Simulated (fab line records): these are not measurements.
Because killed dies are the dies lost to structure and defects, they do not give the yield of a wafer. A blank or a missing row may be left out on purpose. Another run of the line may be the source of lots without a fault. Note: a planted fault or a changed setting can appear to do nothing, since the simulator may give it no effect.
Split-lot trial -- flow rit cmos -- 23 wafers read from 5 lots, route of 202 steps

== THE SPLIT ITSELF ==
At RIT_PLDD_COAT_01 (resist thk 1000 nm), the setting resist thk nm was moved away from the recipe's 1000 nm on 5 of the 23 wafers read, by -4.9% to +4.9%. This setting was run at the recipe's value on the other wafers.

== THE PATH FROM SPLIT TO READING: the file shows 1 step between them ==
- RIT_PLDD_DEVELOP_05: develop time 50 s (also split here: develop time s)

== THE READING ==
NOVOLAK_of_PLDD_COAT_01.thk nm (the simulator's own value, which no gauge read), in nm, at RIT_PLDD_HARDBAKE_07 (time 60 s). There is no usual value for it anywhere in the file. Here, 18 wafers ran the recipe; their average is 884.4 nm with a standard deviation of 3.3 nm.

wafer,"tool, chamber at the split","resist thk nm as run, nm",against the recipe,"NOVOLAK_of_PLDD_COAT_01.thk nm, nm",against lot-mates on the recipe
L075.2,"litho track-02, 0",1000,recipe,879.3,-
L075.3,"litho track-02, 0",1000,recipe,882.8,-
L075.4,"litho track-02, 0",1000,recipe,881.9,-
L075.5,"litho track-02, 0",1000,recipe,882.3,-
L075.6,"litho track-02, 0",1000,recipe,883.3,-
L076.1,"litho track-01, 0",1049,+4.9%,928.1,+44.9
L076.2,"litho track-01, 0",1000,recipe,882,-
L076.3,"litho track-01, 0",1049,+4.9%,925.3,+42.1
L076.4,"litho track-01, 0",1000,recipe,883.4,-
L076.5,"litho track-01, 0",1000,recipe,884.1,-
L078.1,"litho track-02, 0",1000,recipe,882.8,-
L078.2,"litho track-02, 0",951,-4.9%,839,-42.1
L078.4,"litho track-02, 0",951,-4.9%,837.7,-43.4
L078.5,"litho track-02, 0",951,-4.9%,838.5,-42.6
L078.6,"litho track-02, 0",1000,recipe,879.4,-
L083.2,"litho track-03, 0",1000,recipe,883.7,-
L083.4,"litho track-03, 0",1000,recipe,885.6,-
L083.6,"litho track-03, 0",1000,recipe,884.9,-
L084.1,"litho track-01, 0",1000,recipe,886.8,-
L084.2,"litho track-01, 0",1000,recipe,890.1,-
L084.3,"litho track-01, 0",1000,recipe,892.2,-
L084.4,"litho track-01, 0",1000,recipe,886.2,-
L084.5,"litho track-01, 0",1000,recipe,888.3,-

FIT RESULTS
A straight line over all 23 wafers: NOVOLAK_of_PLDD_COAT_01.thk nm changes by +9.07 nm for each +1% of resist thk nm; r = +0.99; the points scatter about the line by 3.2 nm.
The same after taking each lot's own level away (the mean of its wafers on the recipe; 23 wafers): +8.79 nm for each +1%; r = +1.00; scatter 1.5 nm.
Per that fit: largest resist thk nm move, reading shift of 43 nm.
The lots' own levels span 881.10 to 888.72 nm, that is 2.3 times the standard deviation above.
Consequently the slope shifts little with the lot-to-lot level, the two slopes agreeing.
Check: with one of the wafers moved furthest among these (-4.9%) left out of the fit, the line predicts -43.2 nm for it against its lot-mates. It came out at -42.1 nm against them.

== ADDITIONAL SPLITS CARRIED BY THESE WAFERS ==
Before the reading, these wafers also passed through other splits. Each is held against what the fit with the lots' levels taken away leaves over:
other split on the same wafers,wafers away from the commonest value,r with NOVOLAK_of_PLDD_COAT_01.thk nm (lot level and that fit taken away)
RIT_REOX_OXIDATION_03 temp c,18,-0.03
RIT_PLDD_DEVELOP_05 develop time s,8,-0.11

== THE WHOLE CHAIN: every reading that the file lists as answering this split, in the file's order ==
step,what it does,reading,change (the file's fit),r (the file's)
RIT_PLDD_COAT_01,resist thk 1000 nm,"NOVOLAK_of_PLDD_COAT_01.thk nm (the simulator's own value, which no gauge read)",+10.1 nm for each +1% of the setting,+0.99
RIT_PLDD_HARDBAKE_07,time 60 s,"NOVOLAK_of_PLDD_COAT_01.thk nm (the simulator's own value, which no gauge read)",+8.8 nm for each +1% of the setting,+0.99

== THE FILE'S OWN FIT ==
NOVOLAK_of_PLDD_COAT_01.thk nm changes by +8.8 nm for each +1% of resist thk nm, r = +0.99.
